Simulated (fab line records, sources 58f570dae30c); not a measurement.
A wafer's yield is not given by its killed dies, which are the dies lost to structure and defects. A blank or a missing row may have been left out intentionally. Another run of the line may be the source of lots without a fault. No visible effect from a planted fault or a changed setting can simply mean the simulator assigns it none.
Which tool was responsible?    flow berkeley cmos170    Sampling: 14 lots, 42 wafers, 3 of 331 route steps

## WHAT THE GAUGES READ, wafer by wafer
UCB170_PLDD_TW_MEAS_11.
lot   measured      on             PLDD_TW
L345  day 7 19:01   film metro-02  1013 1013 1007
L350  day 8 04:22   film metro-03  1017 1018 1016
L347  day 8 04:40   film metro-04  1015 1014 1012
L346  day 8 05:07   film metro-03  1016 1019 1018
L349  day 8 05:36   film metro-03  1013 1014 1013
L353  day 8 15:49   film metro-04  1011 1010 1018
L351  day 8 17:07   film metro-03  1015 1019 1012
L355  day 9 12:16   film metro-04  1002 1008 1008
L359  day 10 02:16  film metro-03  1016 1017 1012
L358  day 10 02:58  film metro-04  1006 1009 1008
L362  day 11 05:25  film metro-04  1036 1035 1033
L364  day 11 09:07  film metro-04  1040 1036 1043
L367  day 12 01:40  film metro-02  1011 1005 1005
L368  day 12 04:55  film metro-03  1023 1017 1012

UCB170_SDANNEAL_RS_MEAS_04: a four-point-probe measurement.
lot   measured      on             PLDD_RS (ohm/sq)
L345  day 8 10:13   film metro-04  1028.0 1029.9 1030.5
L350  day 8 20:31   film metro-04  1031.8 1032.6 1028.6
L347  day 8 19:59   film metro-02  1025.0 1021.2 1021.6
L346  day 8 21:15   film metro-04  1031.6 1031.1 1033.3
L349  day 8 21:04   film metro-02  1032.0 1033.1 1032.5
L353  day 9 09:53   film metro-03  1031.7 1032.1 1034.2
L351  day 9 09:31   film metro-04  1032.2 1028.6 1029.4
L355  day 10 03:19  film metro-02  1030.8 1028.9 1030.8
L359  day 10 20:41  film metro-02  1033.0 1037.3 1034.2
L358  day 10 20:30  film metro-04  1031.0 1034.1 1033.4
L362  day 12 01:25  film metro-02  968.6 966.3 970.2
L364  day 12 01:11  film metro-03  970.9 969.6 969.4
L367  day 12 18:28  film metro-04  1029.9 1030.4 1030.0
L368  day 12 18:58  film metro-02  1030.3 1029.6 1030.3

## EACH LOT AND THE TOOL THAT RAN IT (in order: tool; ch and the chambers of the sampled wafers; start)
lot   UCB170_PLDD_IMPLANT_08
L345  implanter-04 ch 0, day 7 18:37
L350  implanter-02 ch 0, day 8 03:58
L347  implanter-04 ch 0, day 8 04:16
L346  implanter-03 ch 0, day 8 04:43
L349  implanter-04 ch 0, day 8 05:13
L353  implanter-03 ch 0, day 8 15:25
L351  implanter-02 ch 0, day 8 16:44
L355  implanter-02 ch 0, day 9 11:52
L359  implanter-02 ch 0, day 10 01:52
L358  implanter-04 ch 0, day 10 02:34
L362  implanter-02 ch 0, day 11 05:01
L364  implanter-02 ch 0, day 11 08:44
L367  implanter-03 ch 0, day 12 01:13
L368  implanter-03 ch 0, day 12 04:32
- UCB170_PLDD_IMPLANT_08

## WHAT THE TOOLS THEMSELVES READ (means of the sampled wafers that have a number; where no wafer has one, the mark that the record gives instead)
UCB170_PLDD_IMPLANT_08.
lot   tool          dose ions cm2  faraday current uA
L345  implanter-04  4.998e+13      159.8
L350  implanter-02  4.994e+13      157.1
L347  implanter-04  5.001e+13      159.2
L346  implanter-03  5.003e+13      157.9
L349  implanter-04  4.986e+13      158.1
L353  implanter-03  4.997e+13      159.6
L351  implanter-02  4.995e+13      157.5
L355  implanter-02  4.998e+13      162.0
L359  implanter-02  4.999e+13      158.2
L358  implanter-04  5.004e+13      157.8
L362  implanter-02  5.798e+13      184.4
L364  implanter-02  5.804e+13      181.5
L367  implanter-03  4.999e+13      155.2
L368  implanter-03  5.004e+13      158.0

## THE ANSWER, worked out from the rows above alone
Rule: the lots themselves supply what counts as usual. Put in order of their means at a reading, lots are off if they are a third of the lots or fewer, leave a main group of 4 or more, and stand apart from it by a gap of 3 or more times the standard deviation of the main group's means; of several such gaps the widest counts. A main group whose means are all the same, to the digits that the tables above print for the reading, isn't used. Also off: a lot with no number at a reading for which 4 or more lots have one. Any other lot the step has rows for is counted as sound. Order of review: gauges by route order, followed by the tools' own readings, for which a lot's mean as printed above is used. The first step at which some lot is off is used, and at that step the reading that is off furthest; a lot without a number counts as furthest.
Off: L362, L364, at UCB170_PLDD_TW_MEAS_11 (PLDD_TW). Mean 1013 and standard deviation 3.9 in the main group.
A tool fits if, at a process step before that reading, it ran every lot that is off, and no sound lot after the first of them. Not tried: the gauges at UCB170_PLDD_TW_MEAS_11; whatever is off there is also off at UCB170_SDANNEAL_RS_MEAS_04, on other tools, and gauge error can't account for it. One fits: UCB170_PLDD_IMPLANT_08 on implanter-02. Its last sound lot is L359 (day 10 01:52), its first lot that is off L362 (day 11 05:01): a fault that began between those two fits.
The tool's own readings at UCB170_PLDD_IMPLANT_08 bear it out: on the lots that are off they differ by more than 5 times the standard deviation of the sound lots' means. dose ions cm2 reads 5.801e+13 there against 4.998e+13 on the sound lots; faraday current uA reads 182.9 there against 158.4 on the sound lots.

## WHAT THE SIMULATOR PUT IN
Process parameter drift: implanter-02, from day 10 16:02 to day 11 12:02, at UCB170_PLDD_IMPLANT_08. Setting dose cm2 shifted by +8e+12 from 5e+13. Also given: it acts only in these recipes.
Lots struck among those shown: L362, L364. This agrees with what the rule above found.
